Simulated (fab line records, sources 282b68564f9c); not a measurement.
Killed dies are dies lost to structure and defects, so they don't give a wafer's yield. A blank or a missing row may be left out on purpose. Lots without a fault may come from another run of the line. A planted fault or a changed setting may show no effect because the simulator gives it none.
fab line records | flow rit_cmos
record lots=6 wafers=18 last_day=7
route steps=202 shown NSD@138 PSD@142 M1@202
lots that met no fault: from a run of the same line without faults
start_h: hours from the record's first day to the start of the lot's first wafer shown | wait_h: hours since the lot's step before | " the same as in the row above | L1.1+2: a row that stands for several wafers | - no value, or no start given | * or withheld: withheld | < > ~ a bound
route shown NAME@n: a module of which the file shows steps, and the number in the route of the first | usual: mean/standard deviation of fault-free wafers | same: alike in all rows | chamber/n: place in a boat | sites: the reading at each site | _std_site: their standard deviation | _edge_site: outer sites' mean less inner sites' | radius_mm: how far each site lies from the wafer's centre | mask NAME#n: copy n | behind: the tool/chamber that last shaped the wafer | hold: why the lot was held/for how many hours/how that ended | device: the transistor (n, p or np) that didn't switch | end of line: the same wafers' tests at the end of the route | a step without rows: its recipe alone | killed: dies lost to structure and defects at the first sort, not the wafer's yield | map: a wafer's dies, x killed, . not, _ none there
set.NAME: the setting as run; set.NAME@STEP: as run at that earlier step | model.NAME: the simulator's own value behind a step, which no gauge read
lots at some steps of the route; a table a step, a row a wafer
services: from which hour (start_h, from the record's first day; less than 0 if before it) a tool's chamber was out of use, for how many hours, and why
## steps
# step RIT_NSD_HARDBAKE_07
# recipe resist=NOVOLAK temp_c=140 time_s=60
# step RIT_NSD_IMPLANT_08
# recipe species=P energy_kev=25 dose_cm2=1e+15 tilt_deg=7
# step RIT_NSD_STRIP_09
# recipe chemistry=O2 time_s=180 resist=NOVOLAK platen_temp_c=withheld power_w=500 pressure_mtorr=4000 o2_flow_sccm=4000
# usual drypump_motor_current_A=5.80/0.26
# same time_s=180
# columns lot.wafer tool chamber start_h wait_h drypump_motor_current_A rf_hours_counter_h
L421.1 plasma_asher-04 0 59.11 0.1 5.42 40
L421.3 " 0 " " 5.44 -
L421.5 " 0 " " 5.42 -
L423.2 plasma_asher-02 1 65.86 0.1 5.90 43
L423.4 " 0 " " 6.16 -
L423.5 " 0 " " 6.18 -
L427.1 plasma_asher-04 0 88.54 0.1 5.42 43
L427.5 " 0 " " 5.41 -
L427.6 " 1 " " 5.62 -
L435.2 plasma_asher-01 1 126.92 0.1 5.55 1
L435.5 " 1 " " 5.53 -
L435.6 " 0 " " 6.00 -
L438.2 plasma_asher-01 0 143.75 0.1 6.00 2
L438.3 " 1 " " 5.56 -
L438.6 " 1 " " 5.56 -
L439.4 plasma_asher-01 0 149.61 0.1 6.01 -
L439.5 " 1 " " 5.54 -
L439.6 " 0 " " 5.99 -
# step RIT_NSD_TW_MEAS_10
# usual NSD_TW=3109/31
# columns lot.wafer tool chamber start_h wait_h NSD_TW
L421.1 film_metro-01 - 59.29 0.1 3164
L421.3 " - " " 3148
L421.5 " - " " 3143
L423.2 film_metro-02 - 66.04 0.1 3090
L423.4 " - " " 3110
L423.5 " - " " 3070
L427.1 film_metro-02 - 88.71 0.1 3081
L427.5 " - " " 3099
L427.6 " - " " 3092
L435.2 film_metro-02 - 127.10 0.1 3087
L435.5 " - " " 3070
L435.6 " - " " 3068
L438.2 film_metro-03 - 143.94 0.1 3116
L438.3 " - " " 3130
L438.6 " - " " 3114
L439.4 film_metro-03 - 149.75 0.1 3097
L439.5 " - " " 3083
L439.6 " - " " 3096
# step RIT_PSD_HMDS_00
# recipe prime_time_s=60 prime_temp_c=140
# step RIT_PSD_COAT_01
# recipe resist=NOVOLAK spin_rpm=3250 resist_thk_nm=1000
# step RIT_PSD_SOFTBAKE_02
# recipe resist=NOVOLAK temp_c=90 time_s=60
# step RIT_PSD_EXPOSE_03
# recipe mask_id=M10 na=0.57 target_cd_nm=40900 dose_mj=250
# step RIT_PSD_PEB_04
# recipe resist=NOVOLAK temp_c=withheld time_s=withheld
# step RIT_PSD_DEVELOP_05
# recipe resist=NOVOLAK develop_time_s=50 dev_temp_c=23
# step RIT_PSD_OVL_MEAS_06
# usual PSD_OVL=-0.6/1.2
# columns lot.wafer tool chamber start_h wait_h PSD_OVL[nm]
L421.1 overlay-01 - 60.33 - -0.2
L421.3 " - " " 0.1
L421.5 " - " " -1.6
L423.2 overlay-02 - 67.08 - 0.7
L423.4 " - " " -0.5
L423.5 " - " " -0.4
L427.1 overlay-01 - 89.68 - -0.8
L427.5 " - " " -1.8
L427.6 " - " " 0.1
L435.2 overlay-02 - 128.13 - 0.6
L435.5 " - " " 1.7
L435.6 " - " " 1.8
L438.2 overlay-01 - 144.97 - -1.9
L438.3 " - " " -2.2
L438.6 " - " " -0.9
L439.4 overlay-01 - 150.79 - 0.4
L439.5 " - " " -2.7
L439.6 " - " " 0.3
# step RIT_PSD_HARDBAKE_07
# recipe resist=NOVOLAK temp_c=140 time_s=60
# step RIT_PSD_IMPLANT_08
# recipe species=BF2 energy_kev=27 dose_cm2=5e+15 tilt_deg=7
# usual beam_on_s=13.6/0.48 dose_ions_cm2=5e+15/5.7e+12
# columns lot.wafer tool chamber start_h wait_h beam_on_s dose_ions_cm2
L421.1 implanter-02 0 60.52 0.1 13.3 4.996e+15
L421.3 " 0 " " 13.9 4.999e+15
L421.5 " 0 " " 13.5 5.003e+15
L423.2 implanter-02 0 67.28 0.1 14.0 5.001e+15
L423.4 " 0 " " 13.2 5.004e+15
L423.5 " 0 " " 13.3 5.005e+15
L427.1 implanter-02 0 89.87 0.1 12.8 4.879e+15
L427.5 " 0 " " 13.1 4.874e+15
L427.6 " 0 " " 12.9 4.875e+15
L435.2 implanter-02 0 128.34 0.1 13.3 4.894e+15
L435.5 " 0 " " 13.6 4.886e+15
L435.6 " 0 " " 13.4 4.89e+15
L438.2 implanter-03 0 145.17 0.1 12.9 5.003e+15
L438.3 " 0 " " 13.0 5.002e+15
L438.6 " 0 " " 13.1 5e+15
L439.4 implanter-04 0 151.04 0.1 13.9 4.989e+15
L439.5 " 0 " " 14.3 5e+15
L439.6 " 0 " " 14.4 4.988e+15
# step RIT_PSD_STRIP_09
# recipe chemistry=O2 time_s=180 resist=NOVOLAK platen_temp_c=withheld power_w=500 pressure_mtorr=4000 o2_flow_sccm=4000
# usual drypump_motor_current_A=5.87/0.27
# same time_s=180
# columns lot.wafer tool chamber start_h wait_h drypump_motor_current_A rf_hours_counter_h
L421.1 plasma_asher-01 0 60.67 0.1 6.04 40
L421.3 " 0 " " 6.03 -
L421.5 " 1 " " 5.54 -
L423.2 plasma_asher-02 0 67.41 0.1 6.20 43
L423.4 " 1 " " 5.90 -
L423.5 " 0 " " 6.18 -
L427.1 plasma_asher-02 0 90.02 0.1 6.13 45
L427.5 " 1 " " 5.92 -
L427.6 " 0 " " 6.14 -
L435.2 plasma_asher-01 0 128.46 0.1 6.03 1
L435.5 " 1 " " 5.57 -
L435.6 " 0 " " 6.03 -
L438.2 plasma_asher-01 0 145.30 0.1 5.99 3
L438.3 " 1 " " 5.55 -
L438.6 " 1 " " 5.55 -
L439.4 plasma_asher-02 0 151.17 0.1 6.13 -
L439.5 " 1 " " 5.89 -
L439.6 " 0 " " 6.16 -
# step RIT_M1_PROBE_99
# usual killed_at_contacts=0.1/0.32 killed_at_front_end=6/3.1 killed_dies=7/3.2 killed_open=3.1/1.9 killed_short=3.5/2.2
# same gross_dies=264 killed_at_M0_to_M3=0 killed_at_M4_up=0 killed_at_back_side=0 killed_at_other=0
# columns lot.wafer tool chamber start_h wait_h killed_at_contacts killed_at_front_end killed_dies killed_open killed_short
L421.1 prober-02 - 69.25 0.1 0 10 10 4 6
L421.3 prober-02 - 69.35 0.2 0 6 6 3 3
L421.5 prober-02 - 69.45 0.2 0 5 5 3 2
L423.2 prober-01 - 76.02 0.1 0 2 2 1 1
L423.4 prober-01 - 76.12 0.2 0 4 4 0 4
L423.5 prober-01 - 76.17 0.2 0 8 8 4 4
L427.1 prober-01 - 98.20 0.1 0 8 8 3 5
L427.5 prober-01 - 98.40 0.2 0 5 5 2 3
L427.6 prober-01 - 98.45 0.2 1 3 4 1 3
L435.2 prober-01 - 136.69 0.1 0 1 1 0 1
L435.5 prober-01 - 136.84 0.2 0 9 9 6 3
L435.6 prober-01 - 136.89 0.2 0 14 14 9 5
L438.2 prober-02 - 153.40 0.1 0 5 5 3 2
L438.3 prober-02 - 153.45 0.2 0 6 6 2 4
L438.6 prober-02 - 153.60 0.2 0 2 2 2 0
# killed by level:class
L421.1 FOX1:geometric_particle:short=2 REOX:geometric_particle:short=2 FOX2:geometric_particle:open=1 GATE:geometric_particle:short=1 GATE:geometric_particle:open=1 SPACER:geometric_particle:open=1 SILICIDE:geometric_particle:short=1 SILICIDE:geometric_particle:open=1
L421.3 FOX1:geometric_particle:open=2 SPACER:geometric_particle:short=2 FOX2:geometric_particle:open=1 FOX2:geometric_particle:short=1
L421.5 ACTIVE:geometric_particle:open=1 FOX2:geometric_particle:short=1 GATE:geometric_particle:open=1 SPACER:geometric_particle:short=1 SPACER:geometric_particle:open=1
L423.2 GATE:geometric_particle:short=1 SILICIDE:geometric_particle:open=1
L423.4 SPACER:geometric_particle:short=2 GATE:geometric_particle:short=1 SILICIDE:geometric_particle:short=1
L423.5 GATE:geometric_particle:open=3 GATE:geometric_particle:short=2 SPACER:geometric_particle:short=2 SPACER:geometric_particle:open=1
L427.1 SILICIDE:geometric_particle:open=3 FOX1:geometric_particle:short=1 GATE:geometric_particle:short=1 REOX:geometric_particle:short=1 SPACER:geometric_particle:short=1 SILICIDE:geometric_particle:short=1
L427.5 GATE:geometric_particle:short=2 FOX1:geometric_particle:open=1 FOX1:geometric_particle:short=1 GATE:geometric_particle:open=1
L427.6 FOX1:geometric_particle:short=1 GATE:geometric_particle:open=1 SPACER:geometric_particle:short=1 CONTACT:geometric_particle:short=1
L435.2 SILICIDE:geometric_particle:short=1
L435.5 GATE:geometric_particle:short=3 REOX:geometric_particle:open=2 SILICIDE:geometric_particle:open=2 GATE:geometric_particle:open=1 SPACER:geometric_particle:open=1
L435.6 GATE:geometric_particle:open=5 GATE:geometric_particle:short=4 SPACER:geometric_particle:open=2 FOX2:geometric_particle:open=1 REOX:geometric_particle:open=1 SILICIDE:geometric_particle:short=1
L438.2 GATE:geometric_particle:open=2 FOX1:geometric_particle:short=1 GATE:geometric_particle:short=1 REOX:geometric_particle:open=1
L438.3 REOX:geometric_particle:short=2 FOX1:geometric_particle:short=1 GATE:geometric_particle:short=1 GATE:geometric_particle:open=1 SPACER:geometric_particle:open=1
L438.6 GATE:geometric_particle:open=2
## services
# columns tool chamber start_h hours kind
plasma_asher-01 - 43.43 1.2 repair
plasma_asher-04 - 49.04 2.8 pm
implanter-02 - 65.25 1.1 repair
plasma_asher-04 - 85.90 2.0 repair
plasma_asher-04 - 89.52 2.1 repair
plasma_asher-01 - 108.75 9.0 pm
plasma_asher-01 0 108.75 9.0 vent_cycle
plasma_asher-01 1 108.75 9.0 vent_cycle
implanter-03 - 114.12 2.9 pm
plasma_asher-01 0 117.75 - clean
plasma_asher-01 1 117.75 - clean
implanter-02 - 146.01 7.7 repair
implanter-02 - 146.70 2.6 repair
## key
first_sign step=RIT_PSD_IMPLANT_08 reading=dose_ions_cm2 direction=down sigmas=20 usual=5e+15 struck=4.883e+15
effect none on later readings
met_at RIT_PSD_IMPLANT_08
struck_wafers L427.1,L427.5,L427.6,L435.2,L435.5,L435.6
tester_left_out L427,L435
onset_between 67.28 89.87
fault kind=process_parameter_drift tool=implanter-02 chamber=- onset_h=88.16 steps=RIT_PSD_IMPLANT_08 channel=dose_cm2 offset=-1.1598e+14 shape=step end_h=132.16 acts_in=these_recipes_only stated=5e+15
# tester_left_out: of these lots the tester's yield and bins aren't shown, on N5 and GAA mostly nor the transistor test; their killed dies are dies lost to structure and defects alone, not to doping, threshold or leakage, so they don't give the yield
